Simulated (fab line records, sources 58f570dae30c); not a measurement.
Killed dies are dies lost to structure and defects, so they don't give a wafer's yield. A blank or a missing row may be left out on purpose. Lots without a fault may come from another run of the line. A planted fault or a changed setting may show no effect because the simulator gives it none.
Which tool did it? | flow berkeley_cmos170 | 15 lots, 45 wafers sampled, at 3 steps of a route of 331

WHAT THE GAUGES READ, wafer by wafer
UCB170_CONTACT_CD_MEAS_15: target cd 700 nm. Usual: cd_nm 699.8 nm, standard deviation 1.1.
lot  | measured     | on        | cd_nm (nm)        | flag
L400 | day 7 07:52  | cd_sem-01 | 700.2 698.8 699.5 |
L402 | day 7 09:15  | cd_sem-02 | 701.1 701.0 701.5 |
L401 | day 7 09:25  | cd_sem-02 | 699.6 700.6 699.8 |
L403 | day 7 07:34  | cd_sem-02 | 698.0 698.7 697.8 |
L405 | day 8 14:38  | cd_sem-02 | 698.4 699.1 699.5 |
L406 | day 8 14:18  | cd_sem-02 | 701.1 701.4 702.2 |
L417 | day 10 15:53 | cd_sem-02 | 697.9 700.1 699.6 |
L418 | day 10 15:09 | cd_sem-01 | 699.7 700.2 699.6 |
L420 | day 11 05:37 | cd_sem-02 | 699.2 699.3 701.4 |
L421 | day 11 16:07 | cd_sem-02 | 700.1 700.0 700.0 |
L422 | day 11 15:21 | cd_sem-02 | 699.0 698.5 698.4 |
L423 | day 12 05:11 | cd_sem-01 | 701.7 699.7 700.2 |

UCB170_M2_OVL_MEAS_16. Usual: M2_OVL 0 nm, standard deviation 5.1.
lot  | measured     | on         | M2_OVL (nm) | flag
L400 | day 7 19:03  | overlay-01 | -1 -5 -5    |
L402 | day 7 22:51  | overlay-02 | -11 -6 -6   |
L401 | day 7 22:36  | overlay-01 | 7 -2 1      |
L403 | day 7 18:54  | overlay-01 | -3 -12 -3   |
L405 | day 9 05:35  | overlay-01 | 2 0 -3      |
L406 | day 9 05:13  | overlay-02 | -5 -5 -4    |
L417 | day 11 05:10 | overlay-01 | 1 2 -2      |
L418 | day 11 03:18 | overlay-01 | 2 2 4       |
L420 | day 11 20:25 | overlay-01 | 0 1 -2      |
L421 | day 12 05:22 | overlay-01 | 0 5 -1      |
L422 | day 12 03:16 | overlay-02 | 4 6 -7      |
L423 | day 12 21:17 | overlay-01 | 6 8 0       |

WHICH TOOL RAN EACH LOT (tool, then ch and the chambers of the sampled wafers, then the start)
lot  | UCB170_PWELL_WET_ETCH_19
L400 | wet_bench-03 ch 0, day 3 03:47
L402 | wet_bench-03 ch 3, day 3 14:16
L401 | wet_bench-04 ch 0, day 3 15:11
L403 | wet_bench-04 ch 3, day 3 20:09
L405 | wet_bench-01 ch 3, day 4 09:23
L406 | wet_bench-04 ch 1, day 4 12:59
L408 | wet_bench-01 ch 2, day 5 01:07
L409 | wet_bench-03 ch 1, day 5 01:53
L410 | wet_bench-01 ch 2, day 5 10:42
L417 | wet_bench-03 ch 3, day 6 15:28
L418 | wet_bench-01 ch 1, day 6 16:11
L420 | wet_bench-01 ch 0, day 7 03:11
L421 | wet_bench-01 ch 3, day 7 15:16
L422 | wet_bench-04 ch 0, day 7 17:27
L423 | wet_bench-04 ch 1, day 8 06:28
- UCB170_PWELL_WET_ETCH_19: etches Si3N4 in H3PO4, time 14400 s.

WHAT THE TOOLS THEMSELVES READ (means of the sampled wafers that have a number; where no wafer has one, the mark that the record gives instead)
UCB170_PWELL_WET_ETCH_19. Usual: bath_guard_temp_C 159.9 C, standard deviation 0.56; bath_heat_duty_pct 27 %, standard deviation 3.4.
lot  | tool         | bath_guard_temp_C (C) | bath_heat_duty_pct (%) | flag
L400 | wet_bench-03 | 161.1                 | 29                     |
L402 | wet_bench-03 | 160.3                 | 22                     |
L401 | wet_bench-04 | 159.8                 | 30                     |
L403 | wet_bench-04 | 159.2                 | 24                     |
L405 | wet_bench-01 | 159.5                 | 21                     |
L406 | wet_bench-04 | 160.4                 | 31                     |
L408 | wet_bench-01 | -                     | -                      | OFF
L409 | wet_bench-03 | -                     | -                      | OFF
L410 | wet_bench-01 | -                     | -                      | OFF
L417 | wet_bench-03 | 160.2                 | 23                     |
L418 | wet_bench-01 | 159.5                 | 27                     |
L420 | wet_bench-01 | 160.8                 | 26                     |
L421 | wet_bench-01 | 159.5                 | 23                     |
L422 | wet_bench-04 | 159.9                 | 29                     |
L423 | wet_bench-04 | 160.8                 | 29                     |

THE ANSWER, worked out from the rows above alone
Rule: a lot is off if the mean of its wafers that have a number lies more than 3 standard deviations from the usual mean. A lot without any number at a reading at which 4 lots or more have one is off too. The other lots that the step has rows for count as sound. The gauges are gone through in route order, then the tools' own readings, and for those a lot's mean is taken as printed above. The first step at which some lot is off is used, and at that step the reading that is off furthest; a lot without a number counts as furthest.
Off: L408, L409, L410, at UCB170_PWELL_WET_ETCH_19 (bath_guard_temp_C). Without a number there: L408, L409, L410.
A tool fits if, at that step or a process step before it, it ran every lot that is off, and no sound lot after the first of them. None of those tried fits.

WHAT THE SIMULATOR HAD PUT IN
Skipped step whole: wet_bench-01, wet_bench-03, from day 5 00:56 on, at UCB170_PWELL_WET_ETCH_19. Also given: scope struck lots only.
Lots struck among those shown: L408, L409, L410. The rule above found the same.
